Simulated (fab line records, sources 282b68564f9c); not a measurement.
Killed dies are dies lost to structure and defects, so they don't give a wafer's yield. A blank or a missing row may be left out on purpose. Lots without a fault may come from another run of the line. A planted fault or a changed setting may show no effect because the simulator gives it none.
Which tool did it? | flow rit_cmos | 15 lots, 45 wafers sampled, at 6 steps of a route of 202

WHAT THE GAUGES READ, wafer by wafer
RIT_PLDD_OVL_MEAS_06. Usual: PLDD_OVL 0.6 nm, standard deviation 1.3.
lot  | measured    | on         | PLDD_OVL (nm)  | flag
L955 | day 2 18:35 | overlay-01 | 0.9 1.0 0.3    |
L956 | day 3 00:41 | overlay-01 | 0.6 1.2 -0.7   |
L957 | day 3 09:14 | overlay-02 | 1.9 2.0 0.8    |
L958 | day 3 11:25 | overlay-02 | 1.5 0.0 -0.4   |
L959 | day 3 15:37 | overlay-01 | 1.9 1.2 1.0    |
L960 | day 3 20:49 | overlay-02 | 1.1 3.0 2.9    |
L963 | day 4 12:44 | overlay-01 | 1.5 1.1 1.2    |
L966 | day 5 03:38 | overlay-02 | 1.7 -1.5 0.2   |
L967 | day 5 10:20 | overlay-02 | 2.1 -0.7 1.6   |
L968 | day 5 16:53 | overlay-01 | 1.8 2.8 -0.3   |
L973 | day 6 18:08 | overlay-01 | 0.8 0.4 1.3    |
L974 | day 6 19:55 | overlay-02 | 2.2 0.0 1.9    |
L975 | day 7 02:32 | overlay-01 | 0.5 -0.9 -1.5  |
L976 | day 7 04:52 | overlay-02 | 0.0 3.5 -0.1   |
L978 | day 7 14:58 | overlay-01 | -1.2 -1.6 -0.5 |

RIT_PLDD_TW_MEAS_10. Usual: PLDD_TW 2393, standard deviation 16.
lot  | measured    | on            | PLDD_TW        | flag
L955 | day 2 19:05 | film_metro-04 | 2421 2411 2409 |
L956 | day 3 01:11 | film_metro-03 | 2372 2393 2372 |
L957 | day 3 09:44 | film_metro-04 | 2407 2421 2404 |
L958 | day 3 11:55 | film_metro-02 | 2388 2394 2387 |
L959 | day 3 16:07 | film_metro-04 | 2423 2415 2423 |
L960 | day 3 21:19 | film_metro-03 | 2371 2385 2380 |
L963 | day 4 13:14 | film_metro-04 | 2615 2605 2611 | OFF
L966 | day 5 04:09 | film_metro-03 | 2605 2607 2617 | OFF
L967 | day 5 10:51 | film_metro-04 | 2412 2405 2411 |
L968 | day 5 17:25 | film_metro-04 | 2640 2637 2634 | OFF
L973 | day 6 18:38 | film_metro-03 | 2380 2387 2382 |
L974 | day 6 20:40 | film_metro-03 | 2388 2373 2373 |
L975 | day 7 03:02 | film_metro-02 | 2374 2379 2388 |
L976 | day 7 05:23 | film_metro-03 | 2385 2397 2391 |
L978 | day 7 15:29 | film_metro-04 | 2394 2405 2404 |

RIT_PSD_TW_MEAS_10. Usual: PSD_TW 3494, standard deviation 21.
lot  | measured    | on            | PSD_TW         | flag
L955 | day 3 00:44 | film_metro-03 | 3465 3458 3470 |
L956 | day 3 07:11 | film_metro-04 | 3527 3522 3505 |
L957 | day 3 15:17 | film_metro-04 | 3520 3505 3539 |
L958 | day 3 17:35 | film_metro-03 | 3471 3463 3444 |
L959 | day 3 21:48 | film_metro-03 | 3471 3485 3474 |
L960 | day 4 02:47 | film_metro-04 | 3519 3524 3492 |
L963 | day 4 18:57 | film_metro-03 | 3477 3454 3464 |
L966 | day 5 09:49 | film_metro-02 | 3502 3509 3490 |
L967 | day 5 17:10 | film_metro-02 | 3494 3514 3504 |
L968 | day 5 23:59 | film_metro-03 | 3494 3503 3482 |
L973 | day 7 00:14 | film_metro-02 | 3493 3479 3488 |
L974 | day 7 02:38 | film_metro-03 | 3487 3489 3492 |
L975 | day 7 09:40 | film_metro-04 | 3505 3503 3489 |
L976 | day 7 12:40 | film_metro-04 | 3510 3516 3521 |
L978 | day 7 21:53 | film_metro-02 | 3492 3482 3481 |

RIT_SDANNEAL_RS_MEAS_06: measures by four-point-probe. Usual: PLDD_RS 177.8 ohm/sq, standard deviation 0.49.
lot  | measured    | on            | PLDD_RS (ohm/sq)  | flag
L955 | day 3 01:57 | film_metro-04 | 177.9 178.1 178.3 |
L956 | day 3 08:07 | film_metro-03 | 178.3 178.9 178.3 |
L957 | day 3 16:02 | film_metro-03 | 177.8 177.9 177.6 |
L958 | day 3 18:19 | film_metro-04 | 177.1 177.7 177.5 |
L959 | day 3 22:32 | film_metro-04 | 177.3 177.3 177.1 |
L960 | day 4 03:31 | film_metro-04 | 177.2 177.9 177.6 |
L963 | day 4 19:52 | film_metro-04 | 160.0 159.1 159.4 | OFF
L966 | day 5 10:33 | film_metro-03 | 160.1 160.2 160.0 | OFF
L967 | day 5 18:14 | film_metro-04 | 177.8 177.9 178.1 |
L968 | day 6 00:44 | film_metro-02 | 158.8 159.3 159.0 | OFF
L973 | day 7 00:58 | film_metro-03 | 177.6 177.3 177.7 |
L974 | day 7 03:32 | film_metro-03 | 178.1 178.1 178.2 |
L975 | day 7 10:44 | film_metro-04 | 178.8 177.9 178.5 |
L976 | day 7 13:26 | film_metro-04 | 177.9 176.9 177.6 |
L978 | day 7 22:48 | film_metro-04 | 178.3 177.7 178.0 |

WHICH TOOL RAN EACH LOT (tool, then ch and the chambers of the sampled wafers, then the start)
lot  | RIT_NLDD_STRIP_09                   | RIT_PLDD_IMPLANT_08
L955 | plasma_asher-04 ch 0,1, day 2 17:18 | implanter-03 ch 0, day 2 18:46
L956 | plasma_asher-04 ch 0,1, day 2 23:35 | implanter-01 ch 0, day 3 00:53
L957 | plasma_asher-04 ch 0,1, day 3 08:09 | implanter-03 ch 0, day 3 09:25
L958 | plasma_asher-02 ch 0,1, day 3 10:12 | implanter-03 ch 0, day 3 11:36
L959 | plasma_asher-04 ch 0,1, day 3 14:23 | implanter-03 ch 0, day 3 15:49
L960 | plasma_asher-02 ch 0,1, day 3 19:44 | implanter-02 ch 0, day 3 21:00
L963 | plasma_asher-04 ch 0,1, day 4 11:28 | implanter-02 ch 0, day 4 12:56
L966 | plasma_asher-04 ch 0,1, day 5 02:34 | implanter-02 ch 0, day 5 03:50
L967 | plasma_asher-02 ch 0,1, day 5 09:11 | implanter-01 ch 0, day 5 10:31
L968 | plasma_asher-03 ch 0,1, day 5 15:48 | implanter-02 ch 0, day 5 17:06
L973 | plasma_asher-02 ch 0,1, day 6 16:55 | implanter-01 ch 0, day 6 18:19
L974 | plasma_asher-04 ch 0, day 6 18:43   | implanter-03 ch 0, day 6 20:21
L975 | plasma_asher-02 ch 0,1, day 7 01:07 | implanter-03 ch 0, day 7 02:43
L976 | plasma_asher-04 ch 0,1, day 7 03:42 | implanter-03 ch 0, day 7 05:07
L978 | plasma_asher-02 ch 0,1, day 7 13:53 | implanter-03 ch 0, day 7 15:09
- RIT_NLDD_STRIP_09: strips in O2, time 180 s.
- RIT_PLDD_IMPLANT_08

WHAT THE TOOLS THEMSELVES READ (means of the sampled wafers that have a number; where no wafer has one, the mark that the record gives instead)
RIT_NLDD_STRIP_09. Usual: drypump_motor_current_A 6.0 A, standard deviation 0.59.
lot  | tool            | drypump_motor_current_A (A) | flag
L955 | plasma_asher-04 | 5.6                         |
L956 | plasma_asher-04 | 5.6                         |
L957 | plasma_asher-04 | 5.5                         |
L958 | plasma_asher-02 | 6.3                         |
L959 | plasma_asher-04 | 5.6                         |
L960 | plasma_asher-02 | 6.4                         |
L963 | plasma_asher-04 | 5.9                         |
L966 | plasma_asher-04 | 5.6                         |
L967 | plasma_asher-02 | 6.3                         |
L968 | plasma_asher-03 | 5.3                         |
L973 | plasma_asher-02 | 6.3                         |
L974 | plasma_asher-04 | 6.3                         |
L975 | plasma_asher-02 | 6.4                         |
L976 | plasma_asher-04 | 5.9                         |
L978 | plasma_asher-02 | 6.3                         |

RIT_PLDD_IMPLANT_08. Usual: beam_on_s 10.02 s, standard deviation 0.2; faraday_current_uA 2816, standard deviation 55.
lot  | tool         | beam_on_s (s) | faraday_current_uA | flag
L955 | implanter-03 | 10.03         | 2816               |
L956 | implanter-01 | 9.94          | 2834               |
L957 | implanter-03 | 9.90          | 2858               |
L958 | implanter-03 | 10.09         | 2788               |
L959 | implanter-03 | 10.18         | 2775               |
L960 | implanter-02 | 10.16         | 2775               |
L963 | implanter-02 | 14.19         | 1994               | OFF
L966 | implanter-02 | 14.37         | 1966               | OFF
L967 | implanter-01 | 10.11         | 2789               |
L968 | implanter-02 | 14.28         | 1976               | OFF
L973 | implanter-01 | 9.92          | 2840               |
L974 | implanter-03 | 9.91          | 2848               |
L975 | implanter-03 | 10.05         | 2808               |
L976 | implanter-03 | 9.89          | 2849               |
L978 | implanter-03 | 9.77          | 2878               |

THE ANSWER, worked out from the rows above alone
Rule: a lot is off if the mean of its wafers that have a number lies more than 3 standard deviations from the usual mean. A lot without any number at a reading at which 4 lots or more have one is off too. The other lots that the step has rows for count as sound. The gauges are gone through in route order, then the tools' own readings, and for those a lot's mean is taken as printed above. The first step at which some lot is off is used, and at that step the reading that is off furthest; a lot without a number counts as furthest.
Off: L963, L966, L968, at RIT_PLDD_TW_MEAS_10 (PLDD_TW).
A tool fits if, at a process step before that reading, it ran every lot that is off, and no sound lot after the first of them. The gauges at RIT_PLDD_TW_MEAS_10 aren't tried: what is off there is off at RIT_PLDD_IMPLANT_08 too, on other tools, and a gauge's error can't cause that. One fits: implanter-02 at RIT_PLDD_IMPLANT_08. Its last sound lot is L960 (day 3 21:00), its first lot that is off L963 (day 4 12:56): a fault that began between those two fits.
The tool's own readings at RIT_PLDD_IMPLANT_08 bear it out: on the lots that are off they differ by more than 5 times the standard deviation of the sound lots' means. beam_on_s reads 14.28 s there against 10.00 s on the sound lots; faraday_current_uA reads 1979 there against 2822 on the sound lots.

WHAT THE SIMULATOR HAD PUT IN
Process parameter drift: implanter-02, from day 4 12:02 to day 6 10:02, at RIT_PLDD_IMPLANT_08. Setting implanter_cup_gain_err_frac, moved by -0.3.
Lots struck among those shown: L963, L966, L968. The rule above found the same.
